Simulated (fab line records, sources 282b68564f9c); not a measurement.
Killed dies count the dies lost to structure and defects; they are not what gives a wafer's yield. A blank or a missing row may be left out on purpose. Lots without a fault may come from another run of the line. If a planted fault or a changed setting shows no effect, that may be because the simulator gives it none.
Comparing a struck lot with a sound one -- flow rit_cmos -- 15 out of 202 route steps
Sound: the wafers L125.2, L125.3, L125.4. Struck: wafers L132.1, L132.2, L132.3. The cause is given at the end.
At each step with rows: each side's tool, then ch and its chambers, then its first start. Under that, the readings that differ: sound wafers -- struck wafers -- difference of the means -- sigmas: that difference in standard deviations of wafers without a fault.
alike: words and numbers the same on both sides, and readings whose means are apart by under 2 such deviations; not compared: readings that were withheld, readings missing a value for some wafer, numbers with overlapping values and no deviation given by the record, and bounds like >300 which may hide the same value.
A row with sigmas, a row that says differs or no value, or rows on one side alone: a step with any of these is where the two part. Numbers that don't overlap but have no deviation are shown without sigmas and don't part them. A reading that every wafer of one side lacks parts them only if that side has two wafers or more.

RIT_SILICIDE_RS_MEAS_02: measurement is done with a four-point probe.
  struck on film_metro-02, day 7 01:58; sound on film_metro-03, day 5 02:05
  alike: SILICIDE_TI_RS
RIT_SILICIDE_THK_MEAS_03: measures by xrf.
  struck on film_metro-02, day 7 02:05; sound on film_metro-03, day 5 02:12
  alike: SILICIDE_TI_THK
RIT_SILICIDE_RTA_04: time 10 s, ramp up 5 s, ramp down 5 s.
  sound on rtp_anneal-01 ch 0, day 5 02:16; struck on rtp_anneal-02 ch 0, day 7 02:09
reading,sound,struck,difference,sigmas
wafer_temp_C_max,652.1 652.0 652.1,652.9 656.3 653.1,+2.0,+2
then, 1 step without rows for these wafers: RIT_SILICIDE_WET_ETCH_05 (etches Ti in SPM, time 120 s).
RIT_SILICIDE_RTA_06: time 10 s, ramp up 5 s, ramp down 10 s.
  sound on rtp_anneal-02 ch 0, day 5 02:23; struck on rtp_anneal-01 ch 0, day 7 02:16
  alike: wafer_temp_C_max
RIT_CONTACT_CVD_00: deposits SiO2 from TEOS, target thk 400 nm, time 61 s.
  sound on pecvd-02 ch 0,1,2, day 5 02:26; struck on pecvd-03 ch 0,1,2, day 7 02:20
  alike: heater_power_w
RIT_CONTACT_THK_MEAS_01:
  struck on film_metro-04, day 7 02:23; sound on film_metro-01, day 5 02:29
  alike: CONTACT_TEOS_THK
then, 5 steps without rows for these wafers: RIT_CONTACT_HMDS_02 (prime time 60 s); RIT_CONTACT_COAT_03 (resist thk 1000 nm); RIT_CONTACT_SOFTBAKE_04 (time 60 s); RIT_CONTACT_EXPOSE_05 (exposes mask M11, target cd 1000 nm); RIT_CONTACT_PEB_06.
RIT_CONTACT_DEVELOP_07: develop time 120 s.
  sound on litho_track-02 ch 0, day 5 03:00; struck on litho_track-03 ch 0, day 7 03:00
reading,sound,struck,difference,sigmas
developer_temp_C (C),22.96 22.84 22.94,23.68 23.68 23.70,+0.77,+8
RIT_CONTACT_CD_MEAS_08: target cd 1000 nm.
  struck on cd_sem-02, day 7 03:26; sound on cd_sem-01, day 5 03:40
  alike: cd_nm
RIT_M1_PROBE_99:
  struck on prober-01, day 7 08:49; sound on prober-02, day 5 08:58
  alike: killed_at_front_end, killed_dies, killed_open, killed_short

## WHERE THEY PART
First at RIT_SILICIDE_RTA_04; last, within this record, at RIT_CONTACT_DEVELOP_07. Later steps at which nothing parts them and some readings are alike: RIT_CONTACT_CD_MEAS_08, RIT_M1_PROBE_99.

WHY: the cause the simulator had injected
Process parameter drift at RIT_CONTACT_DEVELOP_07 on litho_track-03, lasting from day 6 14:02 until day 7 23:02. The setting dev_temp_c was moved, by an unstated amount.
